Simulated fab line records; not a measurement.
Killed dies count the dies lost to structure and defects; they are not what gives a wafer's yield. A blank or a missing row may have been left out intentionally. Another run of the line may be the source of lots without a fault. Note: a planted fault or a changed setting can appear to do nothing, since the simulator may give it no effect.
fab line records	flow ritCmos
[record] lots = 6	wafers = 18	lastDay = 7
route steps=202 shown NSD@138 PSD@142 SDANNEAL@153 M1@202
lots untouched by any fault: they come from a run of this same line in which no faults occurred
startH: start of the lot's first displayed wafer, in hours after the record's first day	waitH: hours since the lot's step before	" identical to the entry in the row above	L1.1+2: a row that stands for several wafers	- no value, or no start given	* or withheld: withheld	< > ~ a bound
route shown NAME@n: names a module that has steps shown in the file, with the first one's number in the route	usual: mean/standard deviation taken from wafers without a fault	same: alike in all rows	chamber/n: place in a boat	sites: readings site by site	_std_site: standard deviation across them	_edge_site: mean of outer sites minus mean of inner sites	radiusMm: for every site, how far away it sits from the centre of the wafer	mask NAME#n: copy n	behind: the tool/chamber that last shaped the wafer	hold: reason for holding the lot/hours on hold/outcome of the hold	device: transistor that didn't switch, given as n, p or np	end of line: the same wafers' tests at the end of the route	step lacking rows: just its recipe	killed: count of dies lost to structure and defects at first sort (not the wafer's yield)	map: shows each die of a wafer: x if killed, . if not, _ if none is there
set.NAME: the setting the step ran with; set.NAME@STEP: the setting that earlier step ran with	model.NAME: the simulator's own value behind a step, which no gauge read
lots at selected steps of the route; one table per step, one row per wafer
services: the hour from which a tool's chamber was out of use, counted from the record's first day as startH (under 0 if before that day), plus the number of hours and why
[[steps]]
[step RIT_NSD_HARDBAKE_07]
[recipe] resist = NOVOLAK	tempC = 140	timeS = 60
[step RIT_NSD_IMPLANT_08]
[recipe] species = P	energyKev = 25	doseCm2 = 1e+15	tiltDeg = 7
[step RIT_NSD_STRIP_09]
[recipe] chemistry = O2	timeS = 180	resist = NOVOLAK	platenTempC = withheld	powerW = 500	pressureMtorr = 4000	o2FlowSccm = 4000
[usual] drypumpMotorCurrentA = 6.1/0.43
lot.wafer	tool	chamber	startH	waitH	drypumpMotorCurrentA	rfHoursCounterH
L555.3	plasmaAsher-01	1	81.83	0.1	6.4	-
L555.4	"	0	"	"	6.6	-
L555.5	"	1	"	"	6.4	-
L558.1	plasmaAsher-02	1	93.88	0.1	5.5	30
L558.4	"	0	"	"	6.4	-
L558.5	"	1	"	"	5.5	-
L562.1	plasmaAsher-01	0	113.56	0.1	6.6	47
L562.3	"	0	"	"	6.6	-
L562.6	"	1	"	"	6.4	-
L570.4	plasmaAsher-02	1	153.14	0.1	5.5	-
L570.5	"	1	"	"	5.5	-
L570.6	"	0	"	"	6.4	-
L571.3	plasmaAsher-02	0	157.81	0.1	6.4	-
L571.5	"	0	"	"	6.4	-
L571.6	"	1	"	"	5.5	-
L572.2	plasmaAsher-03	0	163.38	0.1	6.3	5
L572.3	"	0	"	"	6.3	-
L572.6	"	1	"	"	5.6	-
[step RIT_NSD_TW_MEAS_10]
[usual] NSD_TW = 3121/21
lot.wafer	tool	chamber	startH	waitH	NSD_TW
L555.3	filmMetro-01	-	81.97	0.1	3083
L555.4	"	-	"	"	3068
L555.5	"	-	"	"	3088
L558.1	filmMetro-02	-	94.05	0.1	3156
L558.4	"	-	"	"	3129
L558.5	"	-	"	"	3158
L562.1	filmMetro-02	-	113.74	0.1	3142
L562.3	"	-	"	"	3136
L562.6	"	-	"	"	3134
L570.4	filmMetro-03	-	153.28	0.1	3148
L570.5	"	-	"	"	3131
L570.6	"	-	"	"	3129
L571.3	filmMetro-02	-	157.94	0.1	3136
L571.5	"	-	"	"	3095
L571.6	"	-	"	"	3108
L572.2	filmMetro-02	-	163.60	0.2	3100
L572.3	"	-	"	"	3111
L572.6	"	-	"	"	3117
[step RIT_PSD_HMDS_00]
[recipe] primeTimeS = 60	primeTempC = 140
[step RIT_PSD_COAT_01]
[recipe] resist = NOVOLAK	spinRpm = 3250	resistThkNm = 1000
[step RIT_PSD_SOFTBAKE_02]
[recipe] resist = NOVOLAK	tempC = 90	timeS = 60
[step RIT_PSD_EXPOSE_03]
[recipe] maskId = M10	na = 0.57	targetCdNm = 40900	doseMj = 250
[step RIT_PSD_PEB_04]
[recipe] resist = NOVOLAK	tempC = withheld	timeS = withheld
[step RIT_PSD_DEVELOP_05]
[recipe] resist = NOVOLAK	developTimeS = 50	devTempC = 23
[step RIT_PSD_OVL_MEAS_06]
[usual] PSD_OVL = 0.1/1.6
lot.wafer	tool	chamber	startH	waitH	PSD_OVL[nm]
L555.3	overlay-01	-	83.06	-	-0.2
L555.4	"	-	"	"	-1.5
L555.5	"	-	"	"	-2.8
L558.1	overlay-01	-	95.09	-	1.0
L558.4	"	-	"	"	1.5
L558.5	"	-	"	"	0.5
L562.1	overlay-02	-	114.65	-	-0.6
L562.3	"	-	"	"	-0.2
L562.6	"	-	"	"	1.1
L570.4	overlay-01	-	154.31	-	2.9
L570.5	"	-	"	"	1.5
L570.6	"	-	"	"	2.7
L571.3	overlay-02	-	158.97	-	0.2
L571.5	"	-	"	"	-1.1
L571.6	"	-	"	"	0.1
L572.2	overlay-02	-	164.51	-	-0.4
L572.3	"	-	"	"	0.0
L572.6	"	-	"	"	-1.1
[step RIT_PSD_HARDBAKE_07]
[recipe] resist = NOVOLAK	tempC = 140	timeS = 60
[step RIT_PSD_IMPLANT_08]
[recipe] species = BF2	energyKev = 26.48	doseCm2 = 5e+15	tiltDeg = 7
[usual] beamEnergyKeV = 26.480/0.0086	doseIonsCm2 = 5e+15/5.3e+12
lot.wafer	tool	chamber	startH	waitH	beamEnergyKeV	doseIonsCm2
L555.3	implanter-01	0	83.29	0.1	26.483	4.997e+15
L555.4	"	0	"	"	26.479	5.002e+15
L555.5	"	0	"	"	26.469	4.998e+15
L558.1	implanter-04	0	95.27	0.1	26.483	4.998e+15
L558.4	"	0	"	"	26.478	5.003e+15
L558.5	"	0	"	"	26.484	4.996e+15
L562.1	implanter-04	0	114.83	0.1	26.480	5.001e+15
L562.3	"	0	"	"	26.490	4.997e+15
L562.6	"	0	"	"	26.481	4.997e+15
L570.4	implanter-04	0	154.55	0.1	26.475	4.248e+15
L570.5	"	0	"	"	26.478	4.251e+15
L570.6	"	0	"	"	26.476	4.259e+15
L571.3	implanter-04	0	159.19	0.1	26.481	4.245e+15
L571.5	"	0	"	"	26.472	4.243e+15
L571.6	"	0	"	"	26.495	4.25e+15
L572.2	implanter-01	0	164.71	0.1	26.477	4.997e+15
L572.3	"	0	"	"	26.483	5.003e+15
L572.6	"	0	"	"	26.479	4.998e+15
[step RIT_PSD_STRIP_09]
[recipe] chemistry = O2	timeS = 180	resist = NOVOLAK	platenTempC = withheld	powerW = 500	pressureMtorr = 4000	o2FlowSccm = 4000
[usual] drypumpMotorCurrentA = 5.9/0.47
lot.wafer	tool	chamber	startH	waitH	drypumpMotorCurrentA	rfHoursCounterH
L555.3	plasmaAsher-01	1	83.45	0.1	6.4	-
L555.4	"	0	"	"	6.6	-
L555.5	"	0	"	"	6.6	-
L558.1	plasmaAsher-01	1	95.42	0.1	6.4	44
L558.4	"	1	"	"	6.4	-
L558.5	"	1	"	"	6.4	-
L562.1	plasmaAsher-04	1	114.98	0.1	5.4	48
L562.3	"	0	"	"	5.8	-
L562.6	"	1	"	"	5.4	-
L570.4	plasmaAsher-02	1	154.68	0.1	5.6	-
L570.5	"	0	"	"	6.4	-
L570.6	"	1	"	"	5.5	-
L571.3	plasmaAsher-04	1	159.35	0.1	5.4	-
L571.5	"	0	"	"	5.7	-
L571.6	"	1	"	"	5.4	-
L572.2	plasmaAsher-02	0	164.84	0.1	6.4	37
L572.3	"	0	"	"	6.4	-
L572.6	"	1	"	"	5.6	-
[step RIT_PSD_TW_MEAS_10]
[usual] PSD_TW = 3408/28
lot.wafer	tool	chamber	startH	waitH	PSD_TW
L555.3	filmMetro-02	-	83.58	0.1	3448
L555.4	"	-	"	"	3434
L555.5	"	-	"	"	3427
L558.1	filmMetro-03	-	95.60	0.1	3418
L558.4	"	-	"	"	3394
L558.5	"	-	"	"	3407
L562.1	filmMetro-02	-	115.16	0.1	3405
L562.3	"	-	"	"	3426
L562.6	"	-	"	"	3407
L570.4	filmMetro-03	-	154.83	0.1	3373
L570.5	"	-	"	"	3387
L570.6	"	-	"	"	3362
L571.3	filmMetro-03	-	159.49	0.1	3363
L571.5	"	-	"	"	3379
L571.6	"	-	"	"	3363
L572.2	filmMetro-03	-	165.02	0.1	3418
L572.3	"	-	"	"	3415
L572.6	"	-	"	"	3413
[step RIT_SDANNEAL_CLEAN_00]
[recipe] chemistry = SC1	mix = 3:3:50	timeS = 600	tempC = 75
[step RIT_SDANNEAL_CLEAN_01]
[recipe] chemistry = dHF	dilution = 50:1	timeS = 30
[step RIT_SDANNEAL_CLEAN_02]
[recipe] chemistry = SC2	mix = 3:3:50	timeS = 600	tempC = 75	dry = n2Spin
[step RIT_SDANNEAL_RTA_03]
[recipe] tempC = 1050	timeS = 5	idleTempC = 600	rampUpCPerS = 342	rampDownCPerS = 171	coolToC = 600	ambient = N2
[usual] annealTempCMax = 1055.6/1.1	wafer_temp_C_max = 1053.4/1.1
lot.wafer	tool	chamber	startH	waitH	annealTempCMax	wafer_temp_C_max
L555.3	rtpAnneal-01	0	84.04	0.0	1055.0	1055.0
L555.4	"	0	"	"	1054.4	1053.4
L555.5	"	0	"	"	1054.8	1054.1
L558.1	rtpAnneal-02	0	96.04	0.0	1055.8	1053.3
L558.4	"	0	"	"	1056.1	1052.7
L558.5	"	0	"	"	1056.9	1051.6
L562.1	rtpAnneal-02	0	115.59	0.0	1054.8	1053.2
L562.3	"	0	"	"	1055.1	1055.5
L562.6	"	0	"	"	1055.1	1053.7
L570.4	rtpAnneal-02	0	155.29	0.0	1056.8	1052.4
L570.5	"	0	"	"	1056.5	1052.3
L570.6	"	0	"	"	1054.8	1053.6
L571.3	rtpAnneal-01	0	159.92	0.0	1055.7	1054.5
L571.5	"	0	"	"	1055.1	1052.1
L571.6	"	0	"	"	1054.1	1052.2
L572.2	rtpAnneal-02	0	165.45	0.0	1056.7	1051.2
L572.3	"	0	"	"	1055.8	1054.5
L572.6	"	0	"	"	1055.5	1054.8
[step RIT_SDANNEAL_RS_MEAS_04]
[recipe] thkMeasGauge = four-point-probe
[usual] PSD_RS = 117.00/0.29
lot.wafer	tool	chamber	startH	waitH	PSD_RS[ohm/sq]
L555.3	filmMetro-01	-	84.12	0.1	116.69
L555.4	"	-	"	"	117.04
L555.5	"	-	"	"	116.94
L558.1	filmMetro-02	-	96.10	0.0	117.40
L558.4	"	-	"	"	117.47
L558.5	"	-	"	"	117.11
L562.1	filmMetro-01	-	115.64	0.0	117.08
L562.3	"	-	"	"	116.76
L562.6	"	-	"	"	117.08
L570.4	filmMetro-03	-	155.38	0.1	118.85
L570.5	"	-	"	"	118.44
L570.6	"	-	"	"	118.48
L571.3	filmMetro-01	-	159.99	0.1	118.89
L571.5	"	-	"	"	119.04
L571.6	"	-	"	"	118.99
L572.2	filmMetro-03	-	165.52	0.1	117.24
L572.3	"	-	"	"	117.70
L572.6	"	-	"	"	117.13
[step RIT_SDANNEAL_RS_MEAS_05]
[recipe] thkMeasGauge = four-point-probe
[usual] NSD_RS = 84.47/0.3
lot.wafer	tool	chamber	startH	waitH	NSD_RS[ohm/sq]
L555.3	filmMetro-01	-	84.24	0.1	84.74
L555.4	"	-	"	"	84.53
L555.5	"	-	"	"	85.19
L558.1	filmMetro-02	-	96.22	0.1	84.21
L558.4	"	-	"	"	84.21
L558.5	"	-	"	"	84.13
L562.1	filmMetro-01	-	115.76	0.1	84.05
L562.3	"	-	"	"	83.92
L562.6	"	-	"	"	83.81
L570.4	filmMetro-03	-	155.50	0.1	84.03
L570.5	"	-	"	"	83.97
L570.6	"	-	"	"	84.16
L571.3	filmMetro-01	-	160.11	0.1	84.62
L571.5	"	-	"	"	84.83
L571.6	"	-	"	"	84.54
L572.2	filmMetro-03	-	165.64	0.1	84.87
L572.3	"	-	"	"	84.82
L572.6	"	-	"	"	84.57
[step RIT_M1_PROBE_99]
[usual] killedAtContacts = 0.1/0.25	killedAtFrontEnd = 6.3/2.9	killedDies = 6.4/2.9	killedOpen = 3.3/2.1	killedShort = 3.1/1.7
[same] grossDies = 264	killed_at_M0_to_M3 = 0	killed_at_M4_up = 0	killedAtBackSide = 0	killedAtOther = 0
lot.wafer	tool	chamber	startH	waitH	killedAtContacts	killedAtFrontEnd	killedDies	killedOpen	killedShort	model.etest.contactPplus.endOhmUm	model.etest.vpnp.gain	model.etest.capPGate.vfbV
L555.3	prober-01	-	91.75	0.2	0	7	7	2	5	43.3	1.074	0.9646
L555.4	prober-01	-	91.80	0.2	0	6	6	6	0	43.42	1.071	0.961
L555.5	prober-01	-	91.85	0.2	0	4	4	3	1	42.02	1.065	0.9645
L558.1	prober-02	-	103.34	0.1	1	14	15	12	3	42.42	1.11	0.9624
L558.4	prober-02	-	103.49	0.2	0	7	7	6	1	41.9	1.126	0.9608
L558.5	prober-02	-	103.54	0.2	0	6	6	2	4	42.28	1.098	0.9634
L562.1	prober-01	-	123.67	0.1	0	8	8	3	5	43.44	1.026	0.9652
L562.3	prober-01	-	123.77	0.2	0	4	4	2	2	44.78	1.022	0.9654
L562.6	prober-01	-	123.92	0.2	0	7	7	2	5	44.48	1.052	0.965
L570.4	prober-01	-	163.82	0.2	0	10	10	7	3	44.7	1.025	0.9565
L570.5	prober-01	-	163.87	0.2	0	7	7	2	5	45.67	1.003	0.9567
L570.6	prober-01	-	163.92	0.2	0	3	3	2	1	46.58	1.032	0.9602
L571.3	prober-02	-	170.53	0.2	0	6	6	0	6	44.98	1.051	0.9619
L571.5	prober-02	-	170.63	0.2	0	2	2	2	0	45	1.055	0.9629
L571.6	prober-02	-	170.68	0.2	0	6	6	1	5	45.45	1.036	0.958
L572.2	prober-01	-	175.25	0.1	0	5	5	1	3	42.52	1.096	0.967
L572.3	prober-01	-	175.30	0.2	0	12	12	8	3	43.17	1.091	0.9594
L572.6	prober-01	-	175.45	0.2	0	4	4	2	2	43.75	1.071	0.9661
// killed by level:class
L555.3 SPACER:geometricParticle:short=2 GATE:geometricParticle:short=1 GATE:geometricParticle:open=1 REOX:geometricParticle:short=1 SILICIDE:geometricParticle:short=1 SILICIDE:geometricParticle:open=1
L555.4 FOX1:geometricParticle:open=2 GATE:geometricParticle:open=2 REOX:geometricParticle:open=2
L555.5 GATE:geometricParticle:open=1 REOX:geometricParticle:open=1 SPACER:geometricParticle:short=1 SILICIDE:geometricParticle:open=1
L558.1 SILICIDE:geometricParticle:open=6 GATE:geometricParticle:open=3 SILICIDE:geometricParticle:short=2 SPACER:geometricParticle:open=1 FOX1:geometricParticle:open=1 GATE:geometricParticle:short=1 CONTACT:geometricParticle:open=1
L558.4 GATE:geometricParticle:open=5 FOX1:geometricParticle:open=1 GATE:geometricParticle:short=1
L558.5 REOX:geometricParticle:short=2 FOX2:geometricParticle:short=1 GATE:geometricParticle:open=1 GATE:geometricParticle:short=1 SPACER:geometricParticle:open=1
L562.1 GATE:geometricParticle:short=2 GATE:geometricParticle:open=1 REOX:geometricParticle:short=1 REOX:geometricParticle:open=1 SPACER:geometricParticle:short=1 SILICIDE:geometricParticle:open=1 SILICIDE:geometricParticle:short=1
L562.3 FOX2:geometricParticle:open=1 GATE:geometricParticle:short=1 REOX:geometricParticle:open=1 REOX:geometricParticle:short=1
L562.6 FOX1:geometricParticle:open=2 GATE:geometricParticle:short=2 FOX1:geometricParticle:short=1 REOX:geometricParticle:short=1 SPACER:geometricParticle:short=1
L570.4 GATE:geometricParticle:open=2 SILICIDE:geometricParticle:open=2 FOX1:geometricParticle:open=1 FOX2:geometricParticle:short=1 FOX2:geometricParticle:open=1 GATE:geometricParticle:short=1 REOX:geometricParticle:open=1 SILICIDE:geometricParticle:short=1
L570.5 SILICIDE:geometricParticle:short=3 FOX1:geometricParticle:short=1 GATE:geometricParticle:open=1 GATE:geometricParticle:short=1 SILICIDE:geometricParticle:open=1
L570.6 FOX1:geometricParticle:open=1 GATE:geometricParticle:short=1 REOX:geometricParticle:open=1
L571.3 GATE:geometricParticle:short=2 SILICIDE:geometricParticle:short=2 FOX1:geometricParticle:short=1 SPACER:geometricParticle:short=1
L571.5 FOX1:geometricParticle:open=2
L571.6 REOX:geometricParticle:short=2 FOX1:geometricParticle:short=1 GATE:geometricParticle:short=1 REOX:geometricParticle:open=1 SILICIDE:geometricParticle:short=1
L572.2 REOX:geometricParticle:short=2 FOX1:geometricParticle:short=1 GATE:geometricParticle:open=1 NWELL:coatMicrobubblePrinted=1
L572.3 GATE:geometricParticle:open=3 REOX:geometricParticle:open=3 FOX1:geometricParticle:open=2 REOX:geometricParticle:short=2 GATE:geometricParticle:short=1 NWELL:coatMicrobubblePrinted=1
L572.6 GATE:geometricParticle:short=2 GATE:geometricParticle:open=2
[[services]]
tool	chamber	startH	hours	kind
implanter-04	-	59.06	3.9	repair
plasmaAsher-01	-	76.21	2.8	pm
plasmaAsher-03	-	108.80	9.0	pm
plasmaAsher-03	0	108.80	9.0	ventCycle
plasmaAsher-03	1	108.80	9.0	ventCycle
plasmaAsher-02	-	110.74	10.5	repair
plasmaAsher-03	0	117.80	-	clean
plasmaAsher-03	1	117.80	-	clean
plasmaAsher-04	-	125.93	8.0	repair
implanter-04	-	134.54	4.7	repair
plasmaAsher-04	-	160.90	2.3	repair
plasmaAsher-01	-	162.29	0.7	repair
[[key]]
[firstSign] step = RIT_PSD_IMPLANT_08	reading = doseIonsCm2	direction = down	sigmas = 99+	usual = 5e+15	struck = 4.249e+15
[effect] step = RIT_SDANNEAL_RS_MEAS_04	reading = PSD_RS	direction = up	sigmas = 6.2	usual = 117.00	struck = 118.78
[modelEffect] step = RIT_M1_PROBE_99	value = etest.contactPplus.endOhmUm	without = 42.38	struck = 45.4
metAt RIT_PSD_IMPLANT_08
struckWafers L570.4,L570.5,L570.6,L571.3,L571.5,L571.6
testerLeftOut L570,L571
onsetBetween 114.83 154.55
[fault] kind = processParameterDrift	tool = implanter-04	chamber = -	onsetH = 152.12	steps = RIT_PSD_IMPLANT_08	channel = doseCm2	offset = -7.5e+14	shape = step	endH = 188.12	actsIn = theseRecipesOnly	stated = 5e+15
// testerLeftOut: of these lots the tester's yield and bins aren't shown, on N5 and GAA mostly nor the transistor test; their killed dies are dies lost to structure and defects alone, not to doping, threshold or leakage, so they don't give the yield
